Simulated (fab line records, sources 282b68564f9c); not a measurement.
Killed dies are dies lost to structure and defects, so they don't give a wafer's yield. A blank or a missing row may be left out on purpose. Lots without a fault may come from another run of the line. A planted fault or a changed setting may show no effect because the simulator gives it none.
fab line records | flow rit_cmos
record lots=14 wafers=42 last_day=7
route steps=202 shown M1@195
lots that met no fault: from a run of the same line without faults
start_h: hours from the record's first day to the start of the lot's first wafer shown | wait_h: hours since the lot's step before | " the same as in the row above | L1.1+2: a row that stands for several wafers | - no value, or no start given | * or withheld: withheld | < > ~ a bound
route shown NAME@n: a module of which the file shows steps, and the number in the route of the first | usual: mean/standard deviation of fault-free wafers | same: alike in all rows | chamber/n: place in a boat | sites: the reading at each site | _std_site: their standard deviation | _edge_site: outer sites' mean less inner sites' | radius_mm: how far each site lies from the wafer's centre | mask NAME#n: copy n | behind: the tool/chamber that last shaped the wafer | hold: why the lot was held/for how many hours/how that ended | device: the transistor (n, p or np) that didn't switch | end of line: the same wafers' tests at the end of the route | a step without rows: its recipe alone | killed: dies lost to structure and defects at the first sort, not the wafer's yield | map: a wafer's dies, x killed, . not, _ none there
set.NAME: the setting as run; set.NAME@STEP: as run at that earlier step | model.NAME: the simulator's own value behind a step, which no gauge read
steps of the route over a sample of lots; a table a step, a row a wafer
## steps
# step RIT_M1_HARDBAKE_11
# recipe resist=NOVOLAK temp_c=140 time_s=120
# usual heater_power_total_W=52.03/0.06 plate_temp_C=140.01/0.14
# columns lot.wafer tool chamber start_h wait_h heater_power_total_W plate_temp_C
L719.3 litho_track-01 0 59.86 0.1 51.98 139.96
L719.4 " 0 " " 52.07 140.16
L719.6 " 0 " " 52.09 139.97
L720.2 litho_track-01 0 64.03 0.1 52.01 140.29
L720.3 " 0 " " 51.95 140.15
L720.6 " 0 " " 51.95 140.11
L721.1 litho_track-02 0 70.92 0.2 52.18 140.08
L721.4 " 0 " " 52.02 140.14
L721.6 " 0 " " 52.08 140.14
L722.2 litho_track-04 0 78.29 0.1 52.13 140.04
L722.4 " 0 " " 52.12 139.97
L722.6 " 0 " " 52.01 140.26
L724.2 litho_track-02 0 86.57 0.1 52.03 140.07
L724.5 " 0 " " 52.08 140.10
L724.6 " 0 " " 51.98 140.03
L723.4 litho_track-01 0 88.02 0.1 53.42 142.86
L723.5 " 0 " " 53.40 142.95
L723.6 " 0 " " 53.37 142.83
L726.3 litho_track-04 0 96.63 0.1 51.93 140.14
L726.5 " 0 " " 51.93 140.01
L726.6 " 0 " " 52.01 139.86
L727.2 litho_track-01 0 101.48 0.1 53.47 142.80
L727.3 " 0 " " 53.44 143.00
L727.4 " 0 " " 53.54 142.91
L731.1 litho_track-04 0 119.89 0.0 52.07 140.03
L731.2 " 0 " " 52.04 140.27
L731.6 " 0 " " 52.04 140.08
L737.1 litho_track-02 0 151.43 0.0 51.97 139.94
L737.4 " 0 " " 51.95 139.92
L737.6 " 0 " " 51.98 140.08
L738.2 litho_track-02 0 154.50 0.1 52.08 140.00
L738.3 " 0 " " 52.00 139.98
L738.6 " 0 " " 52.00 139.84
L740.1 litho_track-04 0 163.70 0.0 52.06 140.04
L740.4 " 0 " " 52.01 139.99
L740.6 " 0 " " 52.17 140.08
L741.1 litho_track-02 0 170.30 0.0 52.01 139.83
L741.3 " 0 " " 52.04 139.99
L741.4 " 0 " " 52.07 139.80
L742.1 litho_track-02 0 172.86 0.1 51.99 140.11
L742.3 " 0 " " 51.92 139.95
L742.6 " 0 " " 51.97 140.16
# step RIT_M1_PROBE_99
# usual defect_limited_yield=97.1/1.2 killed_at_contacts=0.1/0.31 killed_at_front_end=8/3.1 killed_dies=8/3.2 killed_on_rim=2.1/1.6 killed_open=3.9/2.2 killed_short=3.8/2.1 sort_bin_3_pad_short=0.1/0.23 sort_bin_5_function=1.7/0.86 sort_bin_6_memory=1.1/0.7 sort_n_pass=256/3.2 sort_yield_pct=97.1/1.2
# same gross_dies=264 killed_at_M0_to_M3=0 killed_at_M4_up=0 killed_at_back_side=0 killed_at_other=0
# columns lot.wafer tool chamber start_h wait_h defect_limited_yield[%] killed_at_contacts killed_at_front_end killed_dies killed_on_rim killed_open killed_short sort_bin_3_pad_short[%] sort_bin_5_function[%] sort_bin_6_memory[%] sort_n_pass sort_yield_pct[%]
L719.3 prober-02 - 62.40 0.2 95.5 0 12 12 7 5 7 0.4 2.3 1.9 252 95.5
L719.4 prober-02 - 62.45 0.2 95.5 0 12 12 3 5 7 0.4 2.7 1.5 252 95.5
L719.6 prober-02 - 62.55 0.2 97.0 0 8 8 2 6 2 0 1.1 1.9 256 97.0
L720.2 prober-01 - 66.54 0.1 98.5 0 4 4 1 4 0 0 1.1 0.4 260 98.5
L720.3 prober-01 - 66.59 0.2 99.2 0 2 2 0 0 2 0 0 0.8 262 99.2
L720.6 prober-01 - 66.74 0.2 97.3 0 7 7 3 3 4 0 2.3 0.4 257 97.3
L721.1 prober-02 - 73.42 0.1 95.5 0 12 12 3 7 5 0.4 2.7 1.5 252 95.5
L721.4 prober-02 - 73.57 0.2 97.0 0 8 8 2 4 4 0 0.8 2.3 256 97.0
L721.6 prober-02 - 73.67 0.2 97.3 0 7 7 3 1 6 0 0.8 1.9 257 97.3
L722.2 prober-01 - 80.81 0.1 97.7 0 6 6 1 5 1 0 1.1 1.1 258 97.7
L722.4 prober-01 - 80.91 0.2 98.5 0 4 4 0 1 3 0 1.1 0.4 260 98.5
L722.6 prober-01 - 81.01 0.2 97.0 0 8 8 5 4 4 0.4 1.9 0.8 256 97.0
L724.2 prober-02 - 89.08 0.1 95.8 1 10 11 4 6 5 0 3.4 0.8 253 95.8
L724.5 prober-02 - 89.23 0.2 98.1 0 5 5 0 4 1 0.4 1.1 0.4 259 98.1
L724.6 prober-02 - 89.28 0.2 98.5 0 4 4 0 2 2 0 1.1 0.4 260 98.5
L723.4 prober-01 - 90.68 0.2 97.3 0 7 7 5 5 2 0 1.9 0.8 257 97.3
L723.5 prober-01 - 90.73 0.2 97.3 0 7 7 1 4 3 0.4 1.1 1.1 257 97.3
L723.6 prober-01 - 90.78 0.2 96.6 0 9 9 2 3 6 0.4 2.7 0.4 255 96.6
L726.3 prober-01 - 99.15 0.2 98.5 0 4 4 1 3 1 0 1.1 0.4 260 98.5
L726.5 prober-01 - 99.25 0.2 98.5 0 4 4 0 1 3 0 0.8 0.8 260 98.5
L726.6 prober-01 - 99.30 0.2 98.1 0 5 5 0 2 3 0 1.5 0.4 259 98.1
L727.2 prober-02 - 108.64 0.1 97.0 0 8 8 4 8 0 0 1.5 1.5 256 97.0
L727.3 prober-02 - 108.69 0.2 96.6 0 9 9 3 4 5 0 3.0 0.4 255 96.6
L727.4 prober-02 - 108.74 0.2 94.7 1 13 14 4 10 4 0 3.8 1.5 250 94.7
L731.1 prober-02 - 122.41 0.1 96.6 0 9 9 3 4 5 0.4 0.8 2.3 255 96.6
L731.2 prober-02 - 122.46 0.1 97.3 0 7 7 1 4 3 0 1.9 0.8 257 97.3
L731.6 prober-02 - 122.66 0.2 95.8 0 11 11 4 9 2 0 2.3 1.9 253 95.8
L737.1 prober-02 - 153.94 0.1 96.6 0 9 9 4 2 7 0.4 1.9 1.1 255 96.6
L737.4 prober-02 - 154.09 0.2 98.1 0 5 5 2 4 1 0 1.1 0.8 259 98.1
L737.6 prober-02 - 154.19 0.2 95.5 0 12 12 3 4 8 0 2.3 2.3 252 95.5
L738.2 prober-01 - 157.03 0.1 96.6 0 9 9 2 6 3 0 2.7 0.8 255 96.6
L738.3 prober-01 - 157.08 0.2 96.2 1 9 10 6 5 5 0.8 2.7 0.4 254 96.2
L738.6 prober-01 - 157.23 0.2 97.7 0 6 6 3 6 0 0 1.5 0.8 258 97.7
L740.1 prober-01 - 166.26 0.1 95.5 0 12 12 2 7 5 0 3.4 1.1 252 95.5
L740.4 prober-01 - 166.41 0.2 96.6 0 9 9 6 7 2 0 1.9 1.5 255 96.6
L740.6 prober-01 - 166.51 0.2 95.8 0 11 11 4 6 5 0.4 2.3 1.5 253 95.8
L741.1 prober-02 - 172.80 0.1 97.3 0 7 7 2 2 5 0.4 1.1 1.1 257 97.3
L741.3 prober-02 - 172.90 0.2 96.2 0 10 10 2 5 5 0 1.5 2.3 254 96.2
L741.4 prober-02 - 172.95 0.2 97.7 0 6 6 1 4 2 0 0.8 1.5 258 97.7
L742.1 prober-01 - 175.37 0.1 97.3 0 7 7 1 2 5 0 1.1 1.5 257 97.3
L742.3 prober-01 - 175.47 0.2 97.3 0 7 7 4 4 3 0.4 1.5 0.8 257 97.3
L742.6 prober-01 - 175.62 0.2 97.3 0 7 7 1 3 4 0 1.5 1.1 257 97.3
# killed by level:class
L719.3 GATE:geometric_particle:short=3 SILICIDE:geometric_particle:open=2 FOX1:geometric_particle:open=1 FOX2:geometric_particle:short=1 GATE:geometric_particle:open=1 REOX:geometric_particle:open=1 REOX:geometric_particle:short=1 SPACER:geometric_particle:short=1
L719.4 GATE:geometric_particle:open=3 GATE:geometric_particle:short=2 FOX1:geometric_particle:short=1 FOX2:geometric_particle:short=1 REOX:geometric_particle:short=1 SPACER:geometric_particle:short=1 SPACER:geometric_particle:open=1 SILICIDE:geometric_particle:open=1
L719.6 FOX2:geometric_particle:short=2 FOX2:geometric_particle:open=2 GATE:geometric_particle:open=2 REOX:geometric_particle:open=2
L720.2 SILICIDE:geometric_particle:open=2 FOX1:geometric_particle:open=1 SPACER:geometric_particle:open=1
L720.3 SPACER:geometric_particle:short=2
L720.6 FOX1:geometric_particle:short=1 FOX1:geometric_particle:open=1 GATE:geometric_particle:open=1 GATE:geometric_particle:short=1 REOX:geometric_particle:short=1 REOX:geometric_particle:open=1 SILICIDE:geometric_particle:short=1
L721.1 FOX1:geometric_particle:open=2 GATE:geometric_particle:open=2 REOX:geometric_particle:short=2 FOX1:geometric_particle:short=1 FOX2:geometric_particle:open=1 FOX2:geometric_particle:short=1 GATE:geometric_particle:short=1 REOX:geometric_particle:open=1
L721.4 SPACER:geometric_particle:short=3 SPACER:geometric_particle:open=2 FOX1:geometric_particle:short=1 FOX1:geometric_particle:open=1 REOX:geometric_particle:open=1
L721.6 REOX:geometric_particle:short=2 SPACER:geometric_particle:short=2 FOX1:geometric_particle:short=1 GATE:geometric_particle:short=1 GATE:geometric_particle:open=1
L722.2 FOX1:geometric_particle:open=2 GATE:geometric_particle:open=2 GATE:geometric_particle:short=1 REOX:geometric_particle:open=1
L722.4 GATE:geometric_particle:short=3 STARTING-WAFER:geometric_particle:open=1
L722.6 REOX:geometric_particle:short=3 SPACER:geometric_particle:open=2 FOX1:geometric_particle:open=1 REOX:geometric_particle:open=1 SPACER:geometric_particle:short=1
L724.2 SPACER:geometric_particle:open=3 GATE:geometric_particle:short=2 SPACER:geometric_particle:short=2 FOX2:geometric_particle:open=1 SILICIDE:geometric_particle:short=1 SILICIDE:geometric_particle:open=1 CONTACT:geometric_particle:open=1
L724.5 SILICIDE:geometric_particle:open=2 REOX:geometric_particle:open=1 SPACER:geometric_particle:open=1 SILICIDE:geometric_particle:short=1
L724.6 FOX2:geometric_particle:short=1 GATE:geometric_particle:open=1 GATE:geometric_particle:short=1 SPACER:geometric_particle:open=1
L723.4 GATE:geometric_particle:open=2 REOX:geometric_particle:open=2 FOX2:geometric_particle:open=1 SPACER:geometric_particle:short=1 SILICIDE:geometric_particle:short=1
L723.5 GATE:geometric_particle:open=3 FOX2:geometric_particle:open=1 FOX2:geometric_particle:short=1 GATE:geometric_particle:short=1 SPACER:geometric_particle:short=1
L723.6 GATE:geometric_particle:open=2 REOX:geometric_particle:short=2 SPACER:geometric_particle:short=2 FOX2:geometric_particle:short=1 SPACER:geometric_particle:open=1 SILICIDE:geometric_particle:short=1
L726.3 GATE:geometric_particle:open=2 GATE:geometric_particle:short=1 REOX:geometric_particle:open=1
L726.5 GATE:geometric_particle:short=2 FOX1:geometric_particle:open=1 FOX1:geometric_particle:short=1
L726.6 FOX1:geometric_particle:short=1 GATE:geometric_particle:short=1 REOX:geometric_particle:open=1 SPACER:geometric_particle:open=1 SPACER:geometric_particle:short=1
L727.2 FOX1:geometric_particle:open=3 GATE:geometric_particle:open=3 SILICIDE:geometric_particle:open=2
L727.3 SILICIDE:geometric_particle:short=3 GATE:geometric_particle:open=2 FOX1:geometric_particle:short=1 FOX2:geometric_particle:open=1 GATE:geometric_particle:short=1 REOX:geometric_particle:open=1
L727.4 GATE:geometric_particle:open=6 GATE:geometric_particle:short=2 REOX:geometric_particle:short=2 REOX:geometric_particle:open=1 SPACER:geometric_particle:open=1 SILICIDE:geometric_particle:open=1 CONTACT:geometric_particle:open=1
L731.1 FOX2:geometric_particle:short=4 GATE:geometric_particle:open=3 FOX2:geometric_particle:open=1 SILICIDE:geometric_particle:short=1
L731.2 FOX1:geometric_particle:open=2 ACTIVE:geometric_particle:open=1 FOX1:geometric_particle:short=1 GATE:geometric_particle:short=1 SPACER:geometric_particle:short=1 SPACER:geometric_particle:open=1
L731.6 GATE:geometric_particle:open=3 REOX:geometric_particle:open=3 FOX1:geometric_particle:short=1 FOX1:geometric_particle:open=1 REOX:geometric_particle:short=1 SPACER:geometric_particle:open=1 SILICIDE:geometric_particle:open=1
L737.1 GATE:geometric_particle:short=3 REOX:geometric_particle:short=2 GATE:geometric_particle:open=1 SPACER:geometric_particle:short=1 SILICIDE:geometric_particle:short=1 SILICIDE:geometric_particle:open=1
L737.4 GATE:geometric_particle:open=3 FOX1:geometric_particle:short=1 SILICIDE:geometric_particle:open=1
L737.6 REOX:geometric_particle:short=3 GATE:geometric_particle:short=2 SILICIDE:geometric_particle:open=2 SILICIDE:geometric_particle:short=2 FOX1:geometric_particle:open=1 FOX1:geometric_particle:short=1 GATE:geometric_particle:open=1
L738.2 FOX2:geometric_particle:open=2 FOX1:geometric_particle:open=1 GATE:geometric_particle:short=1 GATE:geometric_particle:open=1 SPACER:geometric_particle:short=1 SPACER:geometric_particle:open=1 SILICIDE:geometric_particle:open=1 SILICIDE:geometric_particle:short=1
L738.3 SPACER:geometric_particle:open=3 SPACER:geometric_particle:short=3 FOX1:geometric_particle:open=1 FOX2:geometric_particle:short=1 GATE:geometric_particle:open=1 CONTACT:geometric_particle:short=1
L738.6 FOX1:geometric_particle:open=4 GATE:geometric_particle:open=1 SPACER:geometric_particle:open=1
L740.1 FOX2:geometric_particle:open=3 FOX2:geometric_particle:short=2 GATE:geometric_particle:short=2 SPACER:geometric_particle:open=2 SILICIDE:geometric_particle:open=2 SPACER:geometric_particle:short=1
L740.4 GATE:geometric_particle:open=3 REOX:geometric_particle:open=2 GATE:geometric_particle:short=1 SPACER:geometric_particle:short=1 SPACER:geometric_particle:open=1 SILICIDE:geometric_particle:open=1
L740.6 GATE:geometric_particle:open=3 FOX2:geometric_particle:short=2 GATE:geometric_particle:short=2 SILICIDE:geometric_particle:open=2 FOX2:geometric_particle:open=1 REOX:geometric_particle:short=1
L741.1 FOX1:geometric_particle:short=2 GATE:geometric_particle:short=2 GATE:geometric_particle:open=1 SPACER:geometric_particle:short=1 SPACER:geometric_particle:open=1
L741.3 GATE:geometric_particle:open=3 FOX1:geometric_particle:short=1 FOX1:geometric_particle:open=1 FOX2:geometric_particle:short=1 GATE:geometric_particle:short=1 REOX:geometric_particle:short=1 SPACER:geometric_particle:open=1 SPACER:geometric_particle:short=1
L741.4 GATE:geometric_particle:open=2 FOX1:geometric_particle:short=1 GATE:geometric_particle:short=1 REOX:geometric_particle:open=1 SPACER:geometric_particle:open=1
L742.1 GATE:geometric_particle:short=2 REOX:geometric_particle:short=2 FOX2:geometric_particle:open=1 SPACER:geometric_particle:short=1 SILICIDE:geometric_particle:open=1
L742.3 FOX1:geometric_particle:short=1 FOX1:geometric_particle:open=1 GATE:geometric_particle:short=1 GATE:geometric_particle:open=1 REOX:geometric_particle:short=1 REOX:geometric_particle:open=1 SPACER:geometric_particle:open=1
L742.6 GATE:geometric_particle:short=2 FOX2:geometric_particle:open=1 FOX2:geometric_particle:short=1 GATE:geometric_particle:open=1 REOX:geometric_particle:short=1 REOX:geometric_particle:open=1
## key
first_sign step=RIT_M1_HARDBAKE_11 reading=heater_power_total_W direction=up sigmas=23 usual=52.03 struck=53.44
effect step=RIT_M1_HARDBAKE_11 reading=plate_temp_C direction=up sigmas=20 usual=* struck=*
met_at RIT_M1_HARDBAKE_11
struck_lots L723,L727
onset_between 64.03 88.02
fault kind=process_parameter_drift tool=litho_track-01 chamber=- onset_h=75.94 steps=RIT_M1_HARDBAKE_11 channel=temp_c offset=* shape=step end_h=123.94 acts_in=* stated=*
